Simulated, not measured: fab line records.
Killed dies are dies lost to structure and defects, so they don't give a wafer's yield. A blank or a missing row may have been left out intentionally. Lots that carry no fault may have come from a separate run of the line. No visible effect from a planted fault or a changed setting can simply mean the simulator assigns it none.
fab line records	flow rit-cmos
[record] lots = 5	wafers = 23
route steps=202 shown ACTIVE@2 NWELL@36 PRETRO@65 GATE@84 REOX@101 PLDD@122 SPACER@125
start-h: hours from the record's opening day to when the first of the lot's shown wafers began	wait-h: how many hours have passed since the lot's step before this one	" repeats the value in the row above	L1.1+2: a row that stands for several wafers	- either no value or no given start	* or withheld: withheld	< > ~ a bound
route shown NAME@n: a module of which the file shows steps, and the number in the route of the first	usual: the fault-free wafers' mean and standard deviation	same: alike in all rows	chamber/n: place in a boat	sites: per-site readings	_std_site: standard deviation of those values	_edge_site: outer sites' mean less inner sites'	radius-mm: for every site, how far away it sits from the centre of the wafer	mask NAME#n: copy n	behind: tool/chamber where the wafer was last shaped	hold: why the lot went on hold/how many hours it stayed there/how the hold came to an end	device: names the non-switching transistor (n, p or np)	end of line: at the end of the route, the tests of the same wafers	where a step has no rows: the recipe by itself	killed: dies that structure and defects cost at the first sort, which is not the same as the wafer's yield	map: shows each die of a wafer: x if killed, . if not, _ if none is there
set.NAME: the setting as run; set.NAME@STEP: as run at that earlier step	model.NAME: the simulator's own value behind a step, which no gauge read
lots run with intentionally changed settings; tables by step, rows by wafer
[[steps]]
[step RIT_ACTIVE_OXIDATION_01]
[recipe] temp-c = 1000	ambient = O2	target-thk-a = 468	ox-time-s = 3360
lot.wafer	tool	chamber	start-h	wait-h	set.ox-time-s	model.SiO2_of_ACTIVE_OXIDATION_01.thk-nm
L074.1	-	-	-	1.0	3857	50.71
L074.2	"	-	"	"	3857	50.87
L074.4	"	-	"	"	3857	51.2
L074.5	"	-	"	"	3857	50.25
L074.6	"	-	"	"	3857	50.83
L075.3	furnace-03	0	15.56	0.5	3360	45.78
L075.4	"	0	"	"	3360	45.8
L075.5	"	0	"	"	3360	45.81
L078.1	-	-	-	0.5	2901	40.97
L078.2	"	-	"	"	2901	41.84
L078.3	"	-	"	"	2901	41.65
L078.4	"	-	"	"	2901	40.74
L078.5	"	-	"	"	2901	41.77
L079.1	-	-	-	1.3	3573	47.63
L079.2	"	-	"	"	3573	46.66
L079.3	"	-	"	"	3573	47.93
L079.4	"	-	"	"	3573	48.16
L079.6	"	-	"	"	3573	47.78
L081.1	-	-	-	0.1	3592	48.67
L081.2	"	-	"	"	3592	49.11
L081.3	"	-	"	"	3592	48.36
L081.4	"	-	"	"	3592	48.42
L081.5	"	-	"	"	3592	49.53
[step RIT_ACTIVE_THK_MEAS_02]
[recipe] reads = SiO2_of_ACTIVE_OXIDATION_01
[usual] ACTIVE_OXIDE_THK = 46.7/0.79
lot.wafer	tool	chamber	start-h	wait-h	set.ox-time-s@ACTIVE_OXIDATION_01	ACTIVE_OXIDE_THK[nm]
L074.1	film-metro-01	-	-	-	3857	50.7
L074.2	"	-	"	"	3857	50.9
L074.4	"	-	"	"	3857	51.2
L074.5	"	-	"	"	3857	50.2
L074.6	"	-	"	"	3857	50.8
L075.3	film-metro-01	-	17.51	0.0	3360	45.8
L075.4	"	-	"	"	3360	45.8
L075.5	"	-	"	"	3360	45.8
L078.1	film-metro-03	-	-	-	2901	41.0
L078.2	"	-	"	"	2901	41.8
L078.3	"	-	"	"	2901	41.7
L078.4	"	-	"	"	2901	40.7
L078.5	"	-	"	"	2901	41.8
L079.1	film-metro-04	-	-	-	3573	47.6
L079.2	"	-	"	"	3573	46.7
L079.3	"	-	"	"	3573	47.9
L079.4	"	-	"	"	3573	48.1
L079.6	"	-	"	"	3573	47.7
L081.1	film-metro-04	-	-	-	3592	48.7
L081.2	"	-	"	"	3592	49.1
L081.3	"	-	"	"	3592	48.4
L081.4	"	-	"	"	3592	48.4
L081.5	"	-	"	"	3592	49.5
[step RIT_ACTIVE_EXPOSE_08]
[recipe] mask-id = M1	na = 0.6	source-shape = conventional	sigma-outer = 0.6	target-cd-nm = 1400	dose-mj = 225
lot.wafer	tool	chamber	start-h	wait-h	mask	set.dose-mj
L074.1+2+4+5+6	iline-stepper-02	0	14.90	0.1	M1#0	225
L075.3+4+5	iline-stepper-01	0	19.64	0.2	M1#0	225
L078.1+5	iline-stepper-02	0	34.47	0.1	M1#0	240.6
L078.2+3+4	"	0	"	"	M1#0	225
L079.1+2	iline-stepper-02	0	40.27	0.1	M1#0	231.2
L079.3+4+6	"	0	"	"	M1#0	225
L081.1+2+4	iline-stepper-01	0	49.04	0.1	M1#0	209.7
L081.3+5	"	0	"	"	M1#0	225
[step RIT_ACTIVE_PEB_09]
[recipe] resist = NOVOLAK	temp-c = withheld	time-s = withheld
[step RIT_ACTIVE_DEVELOP_10]
[recipe] resist = NOVOLAK	develop-time-s = 50	dev-temp-c = 23
[step RIT_ACTIVE_CD_MEAS_11]
[recipe] target-cd-nm = 1400
[usual] cd-nm = 1400.1/2.1
lot.wafer	tool	chamber	start-h	wait-h	set.dose-mj@ACTIVE_EXPOSE_08	cd-nm
L074.1	cd-sem-02	-	15.30	-	225	1400.5
L074.2	"	-	"	"	225	1403.5
L074.4	"	-	"	"	225	1401.5
L074.5	"	-	"	"	225	1403.0
L074.6	"	-	"	"	225	1403.5
L075.3	cd-sem-02	-	20.04	-	225	1398.4
L075.4	"	-	"	"	225	1398.7
L075.5	"	-	"	"	225	1399.5
L078.1	cd-sem-01	-	34.87	-	240.6	1378.3
L078.2	"	-	"	"	225	1398.6
L078.3	"	-	"	"	225	1400.2
L078.4	"	-	"	"	225	1400.8
L078.5	"	-	"	"	240.6	1382.1
L079.1	cd-sem-02	-	40.67	-	231.2	1388.9
L079.2	"	-	"	"	231.2	1388.5
L079.3	"	-	"	"	225	1396.9
L079.4	"	-	"	"	225	1397.7
L079.6	"	-	"	"	225	1395.5
L081.1	cd-sem-01	-	49.44	-	209.7	1417.9
L081.2	"	-	"	"	209.7	1417.9
L081.3	"	-	"	"	225	1398.0
L081.4	"	-	"	"	209.7	1418.5
L081.5	"	-	"	"	225	1399.6
[step RIT_ACTIVE_HARDBAKE_12]
[recipe] resist = NOVOLAK	temp-c = 140	time-s = 60
[step RIT_ACTIVE_ETCH_13]
[recipe] stop-on = SiO2	chemistry = SF6	target = Si3N4	time-s = 210	over-etch-frac = 0.4	SF6_flow_sccm = 200	pressure-mtorr = 260	rf-w = 125	target-depth-a = 2100
lot.wafer	tool	chamber	start-h	wait-h	set.dose-mj@ACTIVE_EXPOSE_08	model.ACTIVE.cd-nm
L074.1	rie-diel-04	1	15.57	0.1	225	1400
L074.2+6	"	2	"	"	225	1404
L074.4	"	3	"	"	225	1401
L074.5	"	1	"	"	225	1403
L075.3	rie-diel-01	3	20.27	0.1	225	1398
L075.4	"	0	"	"	225	1399
L075.5	"	2	"	"	225	1400
L078.1	rie-diel-01	3	35.14	0.1	240.6	1378
L078.2	"	2	"	"	225	1399
L078.3+4	"	1,0	"	"	225	1400
L078.5	"	2	"	"	240.6	1382
L079.1+2	rie-diel-01	3,1	40.94	0.1	231.2	1389
L079.3	"	2	"	"	225	1397
L079.4	"	0	"	"	225	1398
L079.6	"	1	"	"	225	1396
L081.1+2	rie-diel-02	1,0	49.71	0.1	209.7	1418
L081.3	"	2	"	"	225	-
L081.4	"	3	"	"	209.7	1419
L081.5	"	2	"	"	225	1400
[step RIT_ACTIVE_STRIP_14]
[recipe] chemistry = O2	time-s = 180	resist = NOVOLAK	platen-temp-c = withheld	power-w = 500	pressure-mtorr = 4000	o2-flow-sccm = 4000
lot.wafer	tool	chamber	start-h	wait-h	set.pressure-mtorr
L074.1+2+4+5+6	plasma-asher-01	0,1,1,0,1	15.71	0.1	3419
L075.3+4+5	plasma-asher-02	0,1,0	20.46	0.1	4000
L078.1+2+3+4+5	plasma-asher-01	0,1,1,0,1	35.27	0.1	3619
L079.1+2+3+4+6	plasma-asher-02	0,1,0,1,1	41.07	0.1	3714
L081.1+2+3+4+5	plasma-asher-01	1,0,1,0,1	49.84	0.1	3431
[step RIT_ACTIVE_CD_MEAS_90]
[recipe] target-cd-nm = 1400
[usual] cd-nm = 1400.2/2.1
lot.wafer	tool	chamber	start-h	wait-h	set.dose-mj@ACTIVE_EXPOSE_08	cd-nm
L074.1	cd-sem-02	-	15.88	0.1	225	1400.4
L074.2	"	-	"	"	225	1404.1
L074.4	"	-	"	"	225	1401.0
L074.5	"	-	"	"	225	1402.5
L074.6	"	-	"	"	225	1404.0
L075.3	cd-sem-01	-	20.62	0.1	225	1398.6
L075.4	"	-	"	"	225	1398.8
L075.5	"	-	"	"	225	1399.9
L078.1	cd-sem-02	-	35.45	0.1	240.6	1378.2
L078.2	"	-	"	"	225	1399.2
L078.3	"	-	"	"	225	1400.4
L078.4	"	-	"	"	225	1400.7
L078.5	"	-	"	"	240.6	1382.1
L079.1	cd-sem-01	-	41.24	0.1	231.2	1388.8
L079.2	"	-	"	"	231.2	1389.5
L079.3	"	-	"	"	225	1397.0
L079.4	"	-	"	"	225	1397.8
L079.6	"	-	"	"	225	1395.9
L081.1	cd-sem-02	-	50.02	0.1	209.7	1417.8
L081.2	"	-	"	"	209.7	1418.2
L081.3	"	-	"	"	225	1398.2
L081.4	"	-	"	"	209.7	1418.5
L081.5	"	-	"	"	225	1399.8
[step RIT_NWELL_IMPLANT_08]
[recipe] species = P	energy-kev = 170	dose-cm2 = 5e+13	tilt-deg = 7
lot.wafer	tool	chamber	start-h	wait-h	set.energy-kev	model.implant.rp-nm	model.implant.drp-nm
L074.1+2	implanter-02	0	21.58	0.2	170	211.2	68.82
L074.4+5+6	"	0	"	"	179.1	222.8	71.57
L075.3+4+5	implanter-04	0	28.73	0.2	170	211.9	68.82
L078.1+2+3+4+5	implanter-04	0	43.32	0.2	170	222.8	68.82
L079.1+3+6	implanter-02	0	48.18	0.2	177.2	225	71
L079.2+4	"	0	"	"	170	215.6	68.82
L081.1+4+5	implanter-03	0	56.50	0.2	166.4	205	67.75
L081.2+3	"	0	"	"	170	209.6	68.82
[step RIT_PRETRO_COAT_01]
[recipe] resist = NOVOLAK	spin-rpm = 2000	resist-thk-nm = 1300
lot.wafer	tool	chamber	start-h	wait-h	set.resist-thk-nm	model.NOVOLAK_of_PRETRO_COAT_01.thk-nm
L074.1	litho-track-02	0	31.98	0.1	1375	1376
L074.2	"	0	"	"	1300	1301
L074.4	"	0	"	"	1375	1377
L074.5	"	0	"	"	1300	1297
L074.6	"	0	"	"	1300	1299
L075.3	litho-track-01	0	38.49	0.1	1300	1304
L075.4	"	0	"	"	1300	1305
L075.5	"	0	"	"	1300	1306
L078.1	litho-track-03	0	52.60	0.1	1363	1370
L078.2	"	0	"	"	1363	1368
L078.3	"	0	"	"	1300	1303
L078.4	"	0	"	"	1363	1362
L078.5	"	0	"	"	1300	1302
L079.1	litho-track-02	0	58.03	0.1	1359	1362
L079.2	"	0	"	"	1300	1304
L079.3	"	0	"	"	1300	1299
L079.4	"	0	"	"	1359	1364
L079.6	"	0	"	"	1300	1302
L081.1	litho-track-02	0	65.95	0.1	1300	1305
L081.2	"	0	"	"	1300	1308
L081.3	"	0	"	"	1353	1362
L081.4	"	0	"	"	1300	1306
L081.5	"	0	"	"	1353	1364
[step RIT_PRETRO_HARDBAKE_07]
[recipe] resist = NOVOLAK	temp-c = 140	time-s = 120
lot.wafer	tool	chamber	start-h	wait-h	set.temp-c	set.resist-thk-nm@PRETRO_COAT_01	model.NOVOLAK_of_PRETRO_COAT_01.thk-nm
L074.1	litho-track-01	0	32.92	0.2	140	1375	1202
L074.2	"	0	"	"	140	1300	1138
L074.4	"	0	"	"	140	1375	1203
L074.5	"	0	"	"	141.8	1300	1132
L074.6	"	0	"	"	141.8	1300	1133
L075.3+4	litho-track-02	0	39.33	0.1	140	1300	1141
L075.5	"	0	"	"	140	1300	1142
L078.1	litho-track-02	0	53.37	0.0	142.6	1363	1193
L078.2	"	0	"	"	140	1363	1195
L078.3	"	0	"	"	140	1300	1140
L078.4	"	0	"	"	140	1363	1191
L078.5	"	0	"	"	142.6	1300	1135
L079.1	litho-track-01	0	58.79	0.0	140	1359	1191
L079.2	"	0	"	"	140	1300	1140
L079.3	"	0	"	"	140	1300	1136
L079.4	"	0	"	"	140	1359	1192
L079.6	"	0	"	"	140	1300	1139
L081.1	litho-track-02	0	66.75	0.0	140	1300	1141
L081.2	"	0	"	"	140	1300	1144
L081.3	"	0	"	"	140	1353	1190
L081.4	"	0	"	"	140	1300	1142
L081.5	"	0	"	"	140	1353	1192
[step RIT_GATE_CVD_08]
[recipe] material = poly-Si	target-thk-nm = 250	temp-c = 610	precursor = SiH4	time-s = 2220	pressure-mtorr = 300	sih4-flow-sccm = 100
lot.wafer	tool	chamber	start-h	wait-h	set.sih4-flow-sccm	model.poly-Si_of_GATE_CVD_08.thk-nm
L074.1+2	-	-	-	0.1	100	251.3
L074.4	"	-	"	"	100	249.3
L074.5	"	-	"	"	100	249
L074.6	"	-	"	"	100	248.5
L075.3	lpcvd-01	0	44.55	0.0	100	253
L075.4	"	0	"	"	100	251.9
L075.5	"	0	"	"	100	252.8
L078.1	-	-	-	0.1	92.49	231.8
L078.2	"	-	"	"	92.49	232.7
L078.3	"	-	"	"	92.49	230.8
L078.4	"	-	"	"	92.49	231.2
L078.5	"	-	"	"	92.49	232.6
L079.1	-	-	-	0.9	90.62	225.3
L079.2	"	-	"	"	90.62	225.2
L079.3	"	-	"	"	90.62	228.3
L079.4	"	-	"	"	90.62	226.1
L079.6	"	-	"	"	90.62	224.7
L081.1	-	-	-	0.1	111.8	280.3
L081.2	"	-	"	"	111.8	280
L081.3	"	-	"	"	111.8	280.2
L081.4	"	-	"	"	111.8	280.6
L081.5	"	-	"	"	111.8	277.8
[step RIT_GATE_THK_MEAS_09]
[recipe] reads = poly-Si_of_GATE_CVD_08
[usual] GATE_POLY_THK = 250.7/1.8
lot.wafer	tool	chamber	start-h	wait-h	set.sih4-flow-sccm@GATE_CVD_08	GATE_POLY_THK[nm]
L074.1	film-metro-01	-	-	-	100	251.4
L074.2	"	-	"	"	100	251.4
L074.4	"	-	"	"	100	249.5
L074.5	"	-	"	"	100	249.1
L074.6	"	-	"	"	100	248.3
L075.3	film-metro-04	-	46.19	0.0	100	253.2
L075.4	"	-	"	"	100	252.0
L075.5	"	-	"	"	100	252.9
L078.1	film-metro-02	-	-	-	92.49	231.7
L078.2	"	-	"	"	92.49	232.8
L078.3	"	-	"	"	92.49	230.7
L078.4	"	-	"	"	92.49	231.0
L078.5	"	-	"	"	92.49	232.4
L079.1	film-metro-04	-	-	-	90.62	225.3
L079.2	"	-	"	"	90.62	225.0
L079.3	"	-	"	"	90.62	228.1
L079.4	"	-	"	"	90.62	226.0
L079.6	"	-	"	"	90.62	224.6
L081.1	film-metro-02	-	-	-	111.8	280.3
L081.2	"	-	"	"	111.8	280.0
L081.3	"	-	"	"	111.8	280.0
L081.4	"	-	"	"	111.8	280.5
L081.5	"	-	"	"	111.8	277.8
[step RIT_GATE_SOFTBAKE_12]
[recipe] resist = NOVOLAK	temp-c = 90	time-s = 60
lot.wafer	tool	chamber	start-h	wait-h	set.temp-c
L074.1+2+5	litho-track-02	0	41.22	0.1	88.44
L074.4+6	"	0	"	"	90
L075.3+4+5	litho-track-03	0	46.58	0.1	90
L078.1+3+5	litho-track-04	0	58.41	0.1	93.35
L078.2+4	"	0	"	"	90
L079.1+3+6	litho-track-04	0	66.08	0.1	88.82
L079.2+4	"	0	"	"	90
L081.1+2+5	litho-track-03	0	72.72	0.1	90
L081.3+4	"	0	"	"	92.54
[step RIT_GATE_EXPOSE_13]
[recipe] mask-id = M6	na = 0.6	source-shape = conventional	sigma-outer = 0.6	target-cd-nm = 150	dose-mj = 383.7
[step RIT_GATE_PEB_14]
[recipe] resist = NOVOLAK	temp-c = withheld	time-s = withheld
[step RIT_GATE_DEVELOP_15]
[recipe] resist = NOVOLAK	develop-time-s = 50	dev-temp-c = 23
lot.wafer	tool	chamber	start-h	wait-h	set.temp-c@GATE_SOFTBAKE_12	model.NOVOLAK_of_GATE_COAT_11.thk-nm
L074.1	litho-track-03	0	-	-	88.44	854.6
L074.2	"	0	"	"	88.44	852.8
L074.4	"	0	"	"	90	848.3
L074.5	"	0	"	"	88.44	851.7
L074.6	"	0	"	"	90	848.4
L075.3	litho-track-03	0	-	-	90	850.8
L075.4	"	0	"	"	90	849.8
L075.5	"	0	"	"	90	848.8
L078.1	litho-track-04	0	-	-	93.35	847.4
L078.2	"	0	"	"	90	853.9
L078.3	"	0	"	"	93.35	847.8
L078.4	"	0	"	"	90	852
L078.5	"	0	"	"	93.35	844.4
L079.1	litho-track-04	0	-	-	88.82	853.8
L079.2	"	0	"	"	90	852.9
L079.3	"	0	"	"	88.82	856.6
L079.4	"	0	"	"	90	854.9
L079.6	"	0	"	"	88.82	858.4
L081.1	litho-track-03	0	-	-	90	849.1
L081.2	"	0	"	"	90	851.1
L081.3	"	0	"	"	92.54	845.1
L081.4	"	0	"	"	92.54	844.9
L081.5	"	0	"	"	90	850.5
[step RIT_GATE_HARDBAKE_18]
[recipe] resist = NOVOLAK	temp-c = 140	time-s = 60
[step RIT_GATE_ETCH_19]
[recipe] chemistry = SF6/CHF3/O2	time-s = 171.6	SF6_flow_sccm = 30	CHF3_flow_sccm = 30	O2_flow_sccm = 5	target = poly-Si	pressure-mtorr = 40	rf-w = 160	target-depth-a = 3125	over-etch-frac = 0.25	stop-on = SiO2
lot.wafer	tool	chamber	start-h	wait-h	set.sih4-flow-sccm@GATE_CVD_08	model.GATE.feature-depth-nm	model.etch.depth-nm
L074.1+2	rie-si-02	0,1	42.08	0.1	100	251.3	251.3
L074.4	"	1	"	"	100	249.3	249.3
L074.5	"	0	"	"	100	249	249
L074.6	"	3	"	"	100	248.5	248.5
L075.3	rie-si-01	0	47.55	0.1	100	253	253
L075.4	"	1	"	"	100	251.9	251.9
L075.5	"	3	"	"	100	252.8	252.8
L078.1	rie-si-01	0	59.26	0.1	92.49	231.8	231.8
L078.2	"	1	"	"	92.49	232.7	232.7
L078.3	"	3	"	"	92.49	230.8	230.8
L078.4	"	2	"	"	92.49	231.2	231.2
L078.5	"	2	"	"	92.49	232.6	232.6
L079.1	rie-si-02	1	67.01	0.1	90.62	225.3	225.3
L079.2	"	3	"	"	90.62	225.2	225.2
L079.3	"	0	"	"	90.62	228.3	228.3
L079.4	"	1	"	"	90.62	226.1	226.1
L079.6	"	0	"	"	90.62	224.7	224.7
L081.1	rie-si-02	1	73.57	0.1	111.8	280.3	280.3
L081.2	"	3	"	"	111.8	280	280
L081.3	"	0	"	"	111.8	280.2	280.2
L081.4	"	1	"	"	111.8	280.6	280.6
L081.5	"	3	"	"	111.8	277.8	277.8
[step RIT_REOX_OXIDATION_03]
[recipe] temp-c = 900	ambient = O2	target-thk-a = 252	ox-time-s = 5580
lot.wafer	tool	chamber	start-h	wait-h	set.ox-time-s	set.sih4-flow-sccm@GATE_CVD_08	model.poly-Si_of_GATE_CVD_08.thk-nm	model.SiO2_of_REOX_OXIDATION_03.thk-nm
L074.1	-	-	-	0.1	6170	100	232.8	26.94
L074.2	"	-	"	"	6170	100	232.8	27.15
L074.4	"	-	"	"	6170	100	230.8	27.25
L074.5	"	-	"	"	6170	100	230.5	27.15
L074.6	"	-	"	"	6170	100	230	26.75
L075.3	furnace-03	0	48.35	0.0	5580	100	236	25.36
L075.4	"	0	"	"	5580	100	234.8	25.05
L075.5	"	0	"	"	5580	100	235.7	25.34
L078.1	-	-	-	0.4	5304	92.49	215.5	24.36
L078.2	"	-	"	"	5304	92.49	216.4	24.41
L078.3	"	-	"	"	5304	92.49	214.5	24.19
L078.4	"	-	"	"	5304	92.49	214.9	24.3
L078.5	"	-	"	"	5304	92.49	216.3	24.4
L079.1	-	-	-	0.0	6249	90.62	207.3	27.51
L079.2	"	-	"	"	6249	90.62	207.2	27.2
L079.3	"	-	"	"	6249	90.62	210.3	27.11
L079.4	"	-	"	"	6249	90.62	208.1	26.4
L079.6	"	-	"	"	6249	90.62	206.7	27.29
L081.1	-	-	-	1.6	5371	111.8	264.2	25.31
L081.2	"	-	"	"	5371	111.8	263.9	25.36
L081.3	"	-	"	"	5371	111.8	264	25.31
L081.4	"	-	"	"	5371	111.8	264.5	25.16
L081.5	"	-	"	"	5371	111.8	261.7	24.91
[step RIT_REOX_THK_MEAS_04]
[recipe] reads = SiO2_of_REOX_OXIDATION_03
[usual] REOX_OXIDE_THK = 25.2/0.38
lot.wafer	tool	chamber	start-h	wait-h	set.ox-time-s@REOX_OXIDATION_03	REOX_OXIDE_THK[nm]
L074.1	film-metro-02	-	-	-	6170	27.0
L074.2	"	-	"	"	6170	27.1
L074.4	"	-	"	"	6170	27.2
L074.5	"	-	"	"	6170	27.2
L074.6	"	-	"	"	6170	26.8
L075.3	film-metro-03	-	50.92	0.0	5580	25.4
L075.4	"	-	"	"	5580	25.1
L075.5	"	-	"	"	5580	25.4
L078.1	film-metro-04	-	-	-	5304	24.4
L078.2	"	-	"	"	5304	24.3
L078.3	"	-	"	"	5304	24.1
L078.4	"	-	"	"	5304	24.4
L078.5	"	-	"	"	5304	24.4
L079.1	film-metro-03	-	-	-	6249	27.5
L079.2	"	-	"	"	6249	27.2
L079.3	"	-	"	"	6249	27.1
L079.4	"	-	"	"	6249	26.4
L079.6	"	-	"	"	6249	27.3
L081.1	film-metro-02	-	-	-	5371	25.3
L081.2	"	-	"	"	5371	25.3
L081.3	"	-	"	"	5371	25.3
L081.4	"	-	"	"	5371	25.1
L081.5	"	-	"	"	5371	24.9
[step RIT_PLDD_IMPLANT_08]
[recipe] species = BF2	energy-kev = 20	dose-cm2 = 9e+14	tilt-deg = 7
lot.wafer	tool	chamber	start-h	wait-h	set.energy-kev	model.implant.rp-nm	model.implant.drp-nm
L074.1+4	implanter-04	0	48.38	0.1	20.73	17.51	10
L074.2+5+6	"	0	"	"	20	17.03	9.752
L075.3+4+5	implanter-02	0	53.60	0.1	20	17.56	9.752
L078.1+2+3+4+5	implanter-04	0	65.67	0.1	20	17.21	9.752
L079.1+2+3+4+6	implanter-04	0	73.08	0.1	20	17.5	9.752
L081.1+4+5	implanter-04	0	81.09	0.1	20.79	18.31	10.02
L081.2+3	"	0	"	"	20	17.76	9.752
[step RIT_PLDD_STRIP_09]
[recipe] chemistry = O2	time-s = 180	resist = NOVOLAK	platen-temp-c = withheld	power-w = 500	pressure-mtorr = 4000	o2-flow-sccm = 4000
[step RIT_SPACER_CLEAN_00]
[recipe] chemistry = SC1	mix = 3:3:50	time-s = 600	temp-c = 75
lot.wafer	tool	chamber	start-h	wait-h	set.ox-time-s@REOX_OXIDATION_03	model.SiO2_of_REOX_OXIDATION_03.thk-nm
L074.1	wet-bench-03	1	48.77	0.1	6170	24.87
L074.2	"	1	"	"	6170	25.05
L074.4	"	1	"	"	6170	25.16
L074.5	"	1	"	"	6170	25.06
L074.6	"	1	"	"	6170	24.69
L075.3	wet-bench-01	1	53.93	0.0	5580	23.41
L075.4	"	1	"	"	5580	23.12
L075.5	"	1	"	"	5580	23.37
L078.1	wet-bench-01	0	66.06	0.1	5304	22.47
L078.2+5	"	0	"	"	5304	22.52
L078.3	"	0	"	"	5304	22.31
L078.4	"	0	"	"	5304	22.42
L079.1	wet-bench-03	0	73.47	0.1	6249	25.39
L079.2	"	0	"	"	6249	25.11
L079.3	"	0	"	"	6249	25.03
L079.4	"	0	"	"	6249	24.37
L079.6	"	0	"	"	6249	25.19
L081.1+3	wet-bench-04	2	81.47	0.1	5371	23.38
L081.2	"	2	"	"	5371	23.43
L081.4	"	2	"	"	5371	23.25
L081.5	"	2	"	"	5371	23.02
[[key]]
[split] step = RIT_ACTIVE_OXIDATION_01	setting = ox-time-s	stated = 3360	by = lot
[response] step = RIT_ACTIVE_OXIDATION_01	reading = model.SiO2_of_ACTIVE_OXIDATION_01.thk-nm	change = +0.333	per = 1%	r = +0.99
[response] step = RIT_ACTIVE_THK_MEAS_02	reading = ACTIVE_OXIDE_THK	change = +0.333	per = 1%	r = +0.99
[split] step = RIT_ACTIVE_EXPOSE_08	setting = dose-mj	stated = 225	by = wafer
[response] step = RIT_ACTIVE_CD_MEAS_11	reading = cd-nm	change = -2.84	per = 1%	r = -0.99
[response] step = RIT_ACTIVE_ETCH_13	reading = model.ACTIVE.cd-nm	change = -2.82	per = 1%	r = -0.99
[response] step = RIT_ACTIVE_CD_MEAS_90	reading = cd-nm	change = -2.85	per = 1%	r = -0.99
[split] step = RIT_ACTIVE_STRIP_14	setting = pressure-mtorr	stated = 4000	by = lot
response none clear
[split] step = RIT_NWELL_IMPLANT_08	setting = energy-kev	stated = 170	by = wafer
[response] step = RIT_NWELL_IMPLANT_08	reading = model.implant.rp-nm	change = +2.19	per = 1%	r = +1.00
[response] step = RIT_NWELL_IMPLANT_08	reading = model.implant.drp-nm	change = +0.513	per = 1%	r = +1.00
[split] step = RIT_PRETRO_COAT_01	setting = resist-thk-nm	stated = 1300	by = wafer
[response] step = RIT_PRETRO_COAT_01	reading = model.NOVOLAK_of_PRETRO_COAT_01.thk-nm	change = +13.5	per = 1%	r = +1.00
[response] step = RIT_PRETRO_HARDBAKE_07	reading = model.NOVOLAK_of_PRETRO_COAT_01.thk-nm	change = +11.7	per = 1%	r = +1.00
[split] step = RIT_PRETRO_HARDBAKE_07	setting = temp-c	stated = 140	by = wafer
response none clear
[split] step = RIT_GATE_CVD_08	setting = sih4-flow-sccm	stated = 100	by = lot
[response] step = RIT_GATE_CVD_08	reading = model.poly-Si_of_GATE_CVD_08.thk-nm	change = +2.52	per = 1%	r = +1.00
[response] step = RIT_GATE_THK_MEAS_09	reading = GATE_POLY_THK	change = +2.53	per = 1%	r = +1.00
[response] step = RIT_GATE_ETCH_19	reading = model.GATE.feature-depth-nm	change = +2.52	per = 1%	r = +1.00
[response] step = RIT_GATE_ETCH_19	reading = model.etch.depth-nm	change = +2.52	per = 1%	r = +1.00
[response] step = RIT_REOX_OXIDATION_03	reading = model.poly-Si_of_GATE_CVD_08.thk-nm	change = +2.57	per = 1%	r = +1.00
[split] step = RIT_GATE_SOFTBAKE_12	setting = temp-c	stated = 90	by = wafer
[response] step = RIT_GATE_DEVELOP_15	reading = model.NOVOLAK_of_GATE_COAT_11.thk-nm	change = -1.87	per = 1%	r = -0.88
[split] step = RIT_REOX_OXIDATION_03	setting = ox-time-s	stated = 5580	by = lot
[response] step = RIT_REOX_OXIDATION_03	reading = model.SiO2_of_REOX_OXIDATION_03.thk-nm	change = +0.15	per = 1%	r = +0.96
[response] step = RIT_REOX_THK_MEAS_04	reading = REOX_OXIDE_THK	change = +0.151	per = 1%	r = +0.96
[response] step = RIT_SPACER_CLEAN_00	reading = model.SiO2_of_REOX_OXIDATION_03.thk-nm	change = +0.138	per = 1%	r = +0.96
[split] step = RIT_PLDD_IMPLANT_08	setting = energy-kev	stated = 20	by = wafer
[response] step = RIT_PLDD_IMPLANT_08	reading = model.implant.rp-nm	change = +0.135	per = 1%	r = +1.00
[response] step = RIT_PLDD_IMPLANT_08	reading = model.implant.drp-nm	change = +0.0681	per = 1%	r = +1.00
